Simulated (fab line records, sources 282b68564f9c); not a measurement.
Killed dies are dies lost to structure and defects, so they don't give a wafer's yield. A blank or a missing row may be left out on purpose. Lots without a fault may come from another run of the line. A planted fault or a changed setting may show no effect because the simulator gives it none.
Tool commonality check | flow rit_cmos | 15 lots, 45 wafers sampled

WHY IT WAS OPENED
At RIT_NLDD_TW_MEAS_10 the reading NLDD_TW is flagged on 3 of 15 lots. Wafers without a fault read 2481, standard deviation 13.
Rule: a lot is flagged when every wafer of it that has a number lies more than 4 standard deviations from that mean, or none has a number. The other lots count as sound.

lot  | measured    | on            | NLDD_TW, wafer by wafer | flag
L979 | day 2 22:09 | film_metro-01 | 2482 2479 2485          |
L980 | day 3 00:35 | film_metro-04 | 2488 2476 2491          |
L981 | day 3 09:13 | film_metro-02 | 2471 2473 2481          |
L982 | day 3 11:14 | film_metro-01 | 2471 2459 2469          |
L983 | day 3 16:53 | film_metro-02 | 2479 2475 2466          |
L984 | day 3 21:01 | film_metro-01 | 2461 2475 2474          |
L985 | day 4 01:20 | film_metro-01 | 2467 2477 2477          |
L989 | day 5 00:02 | film_metro-01 | 2496 2489 2493          |
L990 | day 5 02:14 | film_metro-04 | 1543 1550 1548          | FLAGGED
L991 | day 5 10:46 | film_metro-02 | 1540 1555 1555          | FLAGGED
L992 | day 5 13:28 | film_metro-04 | 2504 2477 2489          |
L993 | day 5 21:14 | film_metro-02 | 1572 1568 1578          | FLAGGED
L997 | day 6 16:35 | film_metro-04 | 2483 2487 2472          |
L999 | day 7 02:18 | film_metro-04 | 2476 2466 2466          |
L100 | day 7 04:51 | film_metro-04 | 2465 2475 2466          |
The numbers of the flagged lots are 1557 on average: -924 against the usual, or -71 standard deviations.

WHICH TOOL RAN EACH LOT
The record holds 1 process step before the reading, out of a route of 202 steps. In each cell: the tool, then ch and the chambers that the sampled wafers went through, then the start.
lot  | flag    | RIT_NLDD_IMPLANT_08
L979 |         | implanter-03 ch 0, day 2 21:49
L980 |         | implanter-02 ch 0, day 3 00:16
L981 |         | implanter-04 ch 0, day 3 08:53
L982 |         | implanter-04 ch 0, day 3 10:54
L983 |         | implanter-02 ch 0, day 3 16:33
L984 |         | implanter-03 ch 0, day 3 20:41
L985 |         | implanter-02 ch 0, day 4 01:01
L989 |         | implanter-04 ch 0, day 4 23:43
L990 | FLAGGED | implanter-03 ch 0, day 5 01:55
L991 | FLAGGED | implanter-03 ch 0, day 5 10:26
L992 |         | implanter-02 ch 0, day 5 13:09
L993 | FLAGGED | implanter-03 ch 0, day 5 20:58
L997 |         | implanter-04 ch 0, day 6 16:17
L999 |         | implanter-02 ch 0, day 7 01:59
L100 |         | implanter-04 ch 0, day 7 04:32
What these steps do:
- RIT_NLDD_IMPLANT_08
- RIT_NLDD_TW_MEAS_10

FLAGGED OVER TOTAL, TOOL BY TOOL (the gauges that took the reading come last)
step                | tool          | lots run | flagged | share of the flagged lots | sound lots run after its first flagged lot
RIT_NLDD_IMPLANT_08 | implanter-02  | 5        | 0       | none                      | -
RIT_NLDD_IMPLANT_08 | implanter-03  | 5        | 3       | all                       | 0
RIT_NLDD_IMPLANT_08 | implanter-04  | 5        | 0       | none                      | -
RIT_NLDD_TW_MEAS_10 | film_metro-01 | 5        | 0       | none                      | -
RIT_NLDD_TW_MEAS_10 | film_metro-02 | 4        | 2       | some                      | 0
RIT_NLDD_TW_MEAS_10 | film_metro-04 | 6        | 1       | some                      | 4 (L992,L997,L999,L100)

WHAT THE TABLE ALLOWS
1 row of the table ran every flagged lot: implanter-03 at RIT_NLDD_IMPLANT_08.
- implanter-03 at RIT_NLDD_IMPLANT_08: 3 of its 5 lots flagged. Its last sound lot is L984 (day 3 20:41), its first flagged lot L990 (day 5 01:55): a fault that began between those two fits. Its own readings lie more than 4 standard deviations out on every wafer of the flagged lots: dose_ions_cm2, faraday_current_uA.
One tool is left: implanter-03 at RIT_NLDD_IMPLANT_08.

WHAT THE SIMULATOR HAD PUT IN
Process parameter drift: implanter-03, from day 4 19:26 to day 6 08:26, at RIT_NLDD_IMPLANT_08. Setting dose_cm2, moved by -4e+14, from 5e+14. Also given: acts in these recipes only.
Lots struck among those shown: L990, L991, L993. The rule above found the same.
